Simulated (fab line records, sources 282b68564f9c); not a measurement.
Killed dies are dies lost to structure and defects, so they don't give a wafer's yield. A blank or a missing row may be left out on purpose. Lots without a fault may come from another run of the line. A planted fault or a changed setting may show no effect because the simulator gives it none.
Which tool did it? | flow rit_cmos | 6 lots, 18 wafers sampled, at 2 steps of a route of 202

WHAT THE GAUGES READ, wafer by wafer
RIT_CONTACT_THK_MEAS_01.
lot  | measured    | on            | CONTACT_TEOS_THK (nm)
L106 | day 3 15:16 | film_metro-03 | 401 401 405
L112 | day 4 19:27 | film_metro-04 | 396 405 397
L117 | day 5 20:10 | film_metro-04 | 391 403 402
L121 | day 6 15:29 | film_metro-02 | 387 388 394
L124 | day 7 06:40 | film_metro-03 | 400 401 400
L126 | day 7 18:56 | film_metro-03 | 395 391 401

WHICH TOOL RAN EACH LOT (tool, then ch and the chambers of the sampled wafers, then the start)
lot  | RIT_CONTACT_CVD_00
L106 | pecvd-04 ch 0,2, day 3 15:12
L112 | pecvd-01 ch 0,2, day 4 19:23
L117 | pecvd-03 ch 0,1,2, day 5 20:06
L121 | pecvd-01 ch 1,2, day 6 15:26
L124 | pecvd-01 ch 0,2, day 7 06:36
L126 | pecvd-03 ch 0,1,2, day 7 18:53
- RIT_CONTACT_CVD_00: deposits SiO2 from TEOS, target thk 400 nm, time 61 s.

THE ANSWER, worked out from the rows above alone
Rule: what is usual is taken from the lots themselves. Put in order of their means at a reading, lots are off if they are a third of the lots or fewer, leave a main group of 4 or more, and stand apart from it by a gap of 3 or more times the standard deviation of the main group's means; of several such gaps the widest counts. A main group whose means are all the same, to the digits that the tables above print for the reading, isn't used. A lot without any number at a reading at which 4 lots or more have one is off too. The other lots that the step has rows for count as sound.
No lot is off at any reading shown: from this, nothing can be told.

WHAT THE SIMULATOR HAD PUT IN
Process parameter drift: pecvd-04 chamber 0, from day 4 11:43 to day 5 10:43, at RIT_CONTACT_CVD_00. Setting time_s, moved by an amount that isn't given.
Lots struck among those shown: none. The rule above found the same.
